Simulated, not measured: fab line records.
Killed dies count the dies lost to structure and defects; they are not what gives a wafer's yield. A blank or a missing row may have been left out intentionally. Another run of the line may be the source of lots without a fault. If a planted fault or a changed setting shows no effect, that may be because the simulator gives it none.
Chamber matching + flow berkeleyCmos170 + cmp-02 running UCB170_V2_CMP_02: 4 sister chambers
The step polishes SiO2. 14 wafers are shown with their chamber, then 7 later ones without.

## WAFERS PAIRED WITH THEIR CHAMBERS
| wafer  | chamber | motorCurrentA (A) | edgeZonePressureFrac | slurryFilterDpKPa (kPa) |
|--------|---------|-------------------|----------------------|-------------------------|
| L397.2 | 2       | 15.7              | 0.992                | 13.50                   |
| L397.4 | 1       | 14.1              | 0.997                | 13.55                   |
| L397.6 | 0       | 18.8              | 0.997                | 13.52                   |
| L403.2 | 1       | 13.3              | 1.003                | 13.48                   |
| L403.4 | 3       | 15.0              | 0.996                | 13.46                   |
| L403.6 | 1       | 13.5              | 0.998                | 13.40                   |
| L399.3 | 3       | 13.8              | 0.990                | 13.92                   |
| L399.4 | 1       | 13.5              | 1.001                | 13.45                   |
| L399.5 | 1       | 13.3              | 1.009                | 13.34                   |
| L401.2 | 0       | 18.5              | 1.007                | 13.36                   |
| L401.4 | 3       | 14.1              | 1.002                | 13.46                   |
| L401.5 | 0       | 18.5              | 0.993                | 13.66                   |
| L412.2 | 1       | 13.6              | 1.006                | 13.44                   |
| L412.3 | 0       | 18.2              | 0.989                | 13.43                   |

SIGNATURES (averages over the wafers above)
| reading              | chamber 0 | chamber 1 | chamber 2 | chamber 3 | scatter within a chamber |
|----------------------|-----------|-----------|-----------|-----------|--------------------------|
| motorCurrentA        | 18.500    | 13.550    | 15.700    | 14.300    | 0.373                    |
| edgeZonePressureFrac | 0.99650   | 1.00233   | 0.99200   | 0.99600   | 0.00599                  |
| slurryFilterDpKPa    | 13.4925   | 13.4433   | 13.5000   | 13.6133   | 0.147                    |
Rule: a wafer lies at a distance from a chamber equal to the root of the sum of squares, over the readings, of (its reading less the chamber's mean, divided by the reading's scatter). The wafer belongs to the nearest chamber; if the next one is less than 2 further off, it can't be placed. The scatter is the square root of a quotient: the sum, over the shown wafers, of each reading's squared deviation from its chamber's mean, divided by wafers minus chambers.

## WAFERS WITH NO CHAMBER GIVEN
| wafer  | motorCurrentA (A) | edgeZonePressureFrac | slurryFilterDpKPa (kPa) |
|--------|-------------------|----------------------|-------------------------|
| L412.6 | 16.7              | 0.996                | 13.53                   |
| L418.2 | 13.9              | 0.995                | 13.77                   |
| L418.4 | 18.1              | 1.008                | 13.44                   |
| L418.6 | 13.1              | 0.994                | 13.55                   |
| L419.3 | 16.6              | 1.001                | 13.56                   |
| L419.4 | 17.5              | 0.996                | 13.46                   |
| L419.6 | 18.0              | 0.998                | 13.39                   |

## WHICH CHAMBER EACH WENT THROUGH
| wafer  | from the rows above     | in truth |
|--------|-------------------------|----------|
| L412.6 | 2                       | 2        |
| L418.2 | can't be placed: 3 or 1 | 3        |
| L418.4 | 0                       | 0        |
| L418.6 | can't be placed: 1 or 3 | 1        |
| L419.3 | 2                       | 2        |
| L419.4 | 0                       | 0        |
| L419.6 | 0                       | 0        |
Correctly placed: 5 of 7. Can't be placed from these rows: 2 (the true chamber is among the candidates in 2). Wrongly placed: 0.
